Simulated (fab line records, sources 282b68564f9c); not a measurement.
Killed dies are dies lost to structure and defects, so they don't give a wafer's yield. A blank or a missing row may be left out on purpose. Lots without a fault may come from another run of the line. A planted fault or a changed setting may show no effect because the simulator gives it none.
fab line records | flow rit_cmos
record lots=6 wafers=18 last_day=7
route steps=202 shown NWELL@29 PWELL@39 M1@202
lots that met no fault: from a run of the same line without faults
start_h: hours from the record's first day to the start of the lot's first wafer shown | wait_h: hours since the lot's step before | " the same as in the row above | L1.1+2: a row that stands for several wafers | - no value, or no start given | * or withheld: withheld | < > ~ a bound
route shown NAME@n: a module of which the file shows steps, and the number in the route of the first | usual: mean/standard deviation of fault-free wafers | same: alike in all rows | chamber/n: place in a boat | sites: the reading at each site | _std_site: their standard deviation | _edge_site: outer sites' mean less inner sites' | radius_mm: how far each site lies from the wafer's centre | mask NAME#n: copy n | behind: the tool/chamber that last shaped the wafer | hold: why the lot was held/for how many hours/how that ended | device: the transistor (n, p or np) that didn't switch | end of line: the same wafers' tests at the end of the route | a step without rows: its recipe alone | killed: dies lost to structure and defects at the first sort, not the wafer's yield | map: a wafer's dies, x killed, . not, _ none there
set.NAME: the setting as run; set.NAME@STEP: as run at that earlier step | model.NAME: the simulator's own value behind a step, which no gauge read
lots at some steps of the route; a table a step, a row a wafer
services: from which hour (start_h, from the record's first day; less than 0 if before it) a tool's chamber was out of use, for how many hours, and why
## steps
# step RIT_NWELL_COAT_01
# recipe resist=NOVOLAK spin_rpm=2000 resist_thk_nm=1321
# step RIT_NWELL_SOFTBAKE_02
# recipe resist=NOVOLAK temp_c=90 time_s=60
# step RIT_NWELL_EXPOSE_03
# recipe mask_id=M2 na=0.57 target_cd_nm=43900 dose_mj=250
# step RIT_NWELL_PEB_04
# recipe resist=NOVOLAK temp_c=withheld time_s=withheld
# step RIT_NWELL_DEVELOP_05
# recipe resist=NOVOLAK develop_time_s=68 dev_temp_c=23
# step RIT_NWELL_OVL_MEAS_06
# usual NWELL_OVL=-0.9/1.3
# columns lot.wafer tool chamber start_h wait_h NWELL_OVL[nm]
L219.2 overlay-01 - 22.39 - -3.2
L219.3 " - " " -1.8
L219.5 " - " " -4.6
L222.1 overlay-02 - 37.39 - -2.2
L222.3 " - " " -3.0
L222.5 " - " " -3.7
L231.1 overlay-02 - 82.10 - 0.4
L231.2 " - " " 0.8
L231.3 " - " " -1.4
L235.3 overlay-01 - 102.36 - -2.5
L235.4 " - " " -1.1
L235.6 " - " " -2.6
L236.2 overlay-02 - 106.71 - -0.7
L236.3 " - " " -1.8
L236.5 " - " " -2.3
L242.1 overlay-01 - 135.28 - 0.4
L242.3 " - " " -0.7
L242.5 " - " " 0.0
# step RIT_NWELL_HARDBAKE_07
# recipe resist=NOVOLAK temp_c=140 time_s=120
# step RIT_NWELL_IMPLANT_08
# recipe species=P energy_kev=170 dose_cm2=5e+13 tilt_deg=7
# step RIT_NWELL_STRIP_09
# recipe chemistry=O2 time_s=180 resist=NOVOLAK platen_temp_c=withheld power_w=500 pressure_mtorr=4000 o2_flow_sccm=4000
# usual chamber_pressure_mTorr=4000/3.4 drypump_motor_current_A=5.9/0.33
# columns lot.wafer tool chamber start_h wait_h chamber_pressure_mTorr drypump_motor_current_A rf_hours_counter_h
L219.2 plasma_asher-04 0 22.82 0.1 3999 6.0 38
L219.3 " 0 " " 4003 6.0 -
L219.5 " 1 " " 4003 5.3 -
L222.1 plasma_asher-02 0 37.83 0.1 3997 6.1 39
L222.3 " 1 " " 4000 6.1 -
L222.5 " 1 " " 3999 6.2 -
L231.1 plasma_asher-02 0 82.54 0.1 4002 6.1 44
L231.2 " 1 " " 4000 6.1 44
L231.3 " 1 " " 4000 6.1 -
L235.3 plasma_asher-03 1 102.84 0.1 3995 6.3 -
L235.4 " 0 " " 4001 5.8 -
L235.6 " 0 " " 4000 5.8 -
L236.2 plasma_asher-02 1 107.24 0.1 4002 6.1 47
L236.3 " 0 " " 4001 6.1 -
L236.5 " 1 " " 4004 6.1 -
L242.1 plasma_asher-04 1 135.72 0.1 3999 5.4 2
L242.3 " 0 " " 4002 6.0 -
L242.5 " 0 " " 4009 6.1 -
# step RIT_NWELL_TW_MEAS_10
# usual NWELL_TW=2140/22
# columns lot.wafer tool chamber start_h wait_h NWELL_TW
L219.2 film_metro-01 - 23.00 0.1 2133
L219.3 " - " " 2140
L219.5 " - " " 2140
L222.1 film_metro-03 - 38.00 0.1 2110
L222.3 " - " " 2107
L222.5 " - " " 2124
L231.1 film_metro-04 - 82.71 0.1 2180
L231.2 " - " " 2179
L231.3 " - " " 2172
L235.3 film_metro-01 - 102.98 0.1 2148
L235.4 " - " " 2139
L235.6 " - " " 2147
L236.2 film_metro-01 - 107.42 0.1 2149
L236.3 " - " " 2145
L236.5 " - " " 2144
L242.1 film_metro-01 - 135.89 0.1 2149
L242.3 " - " " 2160
L242.5 " - " " 2149
# step RIT_PWELL_HMDS_00
# recipe prime_time_s=60 prime_temp_c=140
# step RIT_PWELL_COAT_01
# recipe resist=NOVOLAK spin_rpm=2000 resist_thk_nm=1300
# step RIT_PWELL_SOFTBAKE_02
# recipe resist=NOVOLAK temp_c=90 time_s=61.43
# usual exhaust_pa=45.0/0.95 heater_power_total_W=34.57/0.049 plate_sensor_t_centre_C=90.969/0.01 plate_sensor_t_edge_C=91.019/0.011
# columns lot.wafer tool chamber start_h wait_h exhaust_pa heater_power_total_W plate_sensor_t_centre_C plate_sensor_t_edge_C
L219.2 litho_track-01 0 23.43 0.1 43.9 34.62 90.970 91.028
L219.3 " 0 " " 44.9 34.53 90.951 91.024
L219.5 " 0 " " 44.7 34.59 90.964 91.009
L222.1 litho_track-01 0 38.36 0.1 46.2 34.54 90.945 91.038
L222.3 " 0 " " 45.0 34.67 90.973 91.026
L222.5 " 0 " " 46.9 34.54 90.969 91.021
L231.1 litho_track-01 0 83.13 0.1 45.3 34.94 91.837 91.880
L231.2 " 0 " " 44.6 35.05 91.845 91.908
L231.3 " 0 " " 44.3 35.04 91.857 91.890
L235.3 litho_track-03 0 103.37 0.1 45.1 34.63 90.955 91.011
L235.4 " 0 " " 45.2 34.58 90.967 91.022
L235.6 " 0 " " 46.0 34.68 90.965 91.026
L236.2 litho_track-01 0 107.80 0.1 44.3 35.04 91.852 91.906
L236.3 " 0 " " 44.1 35.08 91.849 91.892
L236.5 " 0 " " 43.3 34.98 91.852 91.890
L242.1 litho_track-02 0 136.25 0.1 46.7 34.58 90.974 91.024
L242.3 " 0 " " 44.8 34.55 90.958 91.017
L242.5 " 0 " " 45.8 34.56 90.965 91.047
# step RIT_PWELL_EXPOSE_03
# recipe mask_id=M3 na=0.57 target_cd_nm=43700 dose_mj=250
# step RIT_M1_PROBE_99
# usual killed_at_M0_to_M3=0.0/0.083 killed_at_front_end=6.7/2.9 killed_dies=6.7/2.9 killed_open=3.4/1.8 killed_short=3.3/2.2
# same gross_dies=264 killed_at_M4_up=0 killed_at_back_side=0 killed_at_contacts=0 killed_at_other=0
# columns lot.wafer tool chamber start_h wait_h killed_at_M0_to_M3 killed_at_front_end killed_dies killed_open killed_short
L219.2 prober-02 - 59.10 0.1 0 5 5 0 5
L219.3 prober-02 - 59.15 0.2 0 6 6 3 3
L219.5 prober-02 - 59.25 0.2 0 15 15 8 7
L222.1 prober-01 - 76.35 0.1 1 10 11 6 5
L222.3 prober-01 - 76.45 0.2 0 7 7 2 5
L222.5 prober-01 - 76.55 0.2 0 4 4 1 3
L231.1 prober-01 - 123.55 0.1 0 9 9 9 0
L231.2 prober-01 - 123.60 0.1 0 4 4 3 1
L231.3 prober-01 - 123.65 0.2 0 3 3 1 2
L235.3 prober-01 - 139.36 0.2 0 6 6 4 2
L235.4 prober-01 - 139.41 0.2 0 5 5 3 2
L235.6 prober-01 - 139.51 0.2 0 5 5 2 3
L236.2 prober-02 - 146.72 0.1 0 6 6 5 1
L236.3 prober-02 - 146.77 0.2 0 2 2 1 1
L236.5 prober-02 - 146.87 0.2 0 6 6 1 5
L242.1 prober-02 - 177.17 0.1 0 4 4 2 2
L242.3 prober-02 - 177.27 0.2 0 6 6 5 1
L242.5 prober-02 - 177.37 0.2 0 6 6 2 4
# killed by level:class
L219.2 SPACER:geometric_particle:short=2 FOX1:geometric_particle:short=1 FOX2:geometric_particle:short=1 REOX:geometric_particle:short=1
L219.3 GATE:geometric_particle:short=3 GATE:geometric_particle:open=2 REOX:geometric_particle:open=1
L219.5 GATE:geometric_particle:short=6 REOX:geometric_particle:open=2 SILICIDE:geometric_particle:open=2 FOX1:geometric_particle:open=1 FOX2:geometric_particle:open=1 GATE:geometric_particle:open=1 SPACER:geometric_particle:open=1 SPACER:geometric_particle:short=1
L222.1 SILICIDE:geometric_particle:open=3 GATE:geometric_particle:short=2 GATE:geometric_particle:open=2 FOX1:geometric_particle:open=1 SPACER:geometric_particle:short=1 SILICIDE:geometric_particle:short=1 M1:geometric_particle:short=1
L222.3 GATE:geometric_particle:short=2 SPACER:geometric_particle:open=1 FOX2:geometric_particle:short=1 REOX:geometric_particle:short=1 SPACER:geometric_particle:short=1 SILICIDE:geometric_particle:open=1
L222.5 GATE:geometric_particle:short=2 SPACER:geometric_particle:short=1 SILICIDE:geometric_particle:open=1
L231.1 FOX1:geometric_particle:open=4 REOX:geometric_particle:open=3 SPACER:geometric_particle:open=2
L231.2 FOX2:geometric_particle:open=1 REOX:geometric_particle:open=1 SPACER:geometric_particle:short=1 SILICIDE:geometric_particle:open=1
L231.3 FOX1:geometric_particle:short=2 GATE:geometric_particle:open=1
L235.3 SPACER:geometric_particle:open=3 FOX1:geometric_particle:open=1 FOX1:geometric_particle:short=1 SILICIDE:geometric_particle:short=1
L235.4 GATE:geometric_particle:open=3 GATE:geometric_particle:short=1 SPACER:geometric_particle:short=1
L235.6 GATE:geometric_particle:short=2 FOX1:geometric_particle:short=1 FOX1:geometric_particle:open=1 GATE:geometric_particle:open=1
L236.2 GATE:geometric_particle:open=2 FOX2:geometric_particle:open=1 GATE:geometric_particle:short=1 REOX:geometric_particle:open=1 SILICIDE:geometric_particle:open=1
L236.3 SILICIDE:geometric_particle:short=1 SILICIDE:geometric_particle:open=1
L236.5 GATE:geometric_particle:short=3 FOX1:geometric_particle:short=1 GATE:geometric_particle:open=1 SILICIDE:geometric_particle:short=1
L242.1 FOX1:geometric_particle:open=1 FOX2:geometric_particle:short=1 GATE:geometric_particle:short=1 SPACER:geometric_particle:open=1
L242.3 FOX1:geometric_particle:open=3 FOX2:geometric_particle:open=1 SPACER:geometric_particle:open=1 SPACER:geometric_particle:short=1
L242.5 GATE:geometric_particle:short=2 GATE:geometric_particle:open=1 REOX:geometric_particle:short=1 REOX:geometric_particle:open=1 SILICIDE:geometric_particle:short=1
## services
# columns tool chamber start_h hours kind
plasma_asher-03 - 31.99 31.5 repair
plasma_asher-03 - 63.47 2.8 pm
plasma_asher-04 - 108.75 9.0 pm
plasma_asher-04 0 108.75 9.0 vent_cycle
plasma_asher-04 1 108.75 9.0 vent_cycle
plasma_asher-04 0 117.75 - clean
plasma_asher-04 1 117.75 - clean
## key
first_sign step=RIT_PWELL_SOFTBAKE_02 reading=plate_sensor_t_centre_C direction=up sigmas=87 usual=90.969 struck=91.849
effect step=RIT_PWELL_SOFTBAKE_02 reading=plate_sensor_t_edge_C direction=up sigmas=82 usual=91.019 struck=91.894
met_at RIT_PWELL_SOFTBAKE_02
struck_wafers L231.1,L231.2,L231.3,L236.2,L236.3,L236.5
tester_left_out L231,L236
onset_between 38.36 83.13
fault kind=process_parameter_drift tool=litho_track-01 chamber=- onset_h=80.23 steps=RIT_PWELL_SOFTBAKE_02 channel=temp_c offset=* shape=step end_h=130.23 acts_in=* stated=*
# tester_left_out: of these lots the tester's yield and bins aren't shown, on N5 and GAA mostly nor the transistor test; their killed dies are dies lost to structure and defects alone, not to doping, threshold or leakage, so they don't give the yield
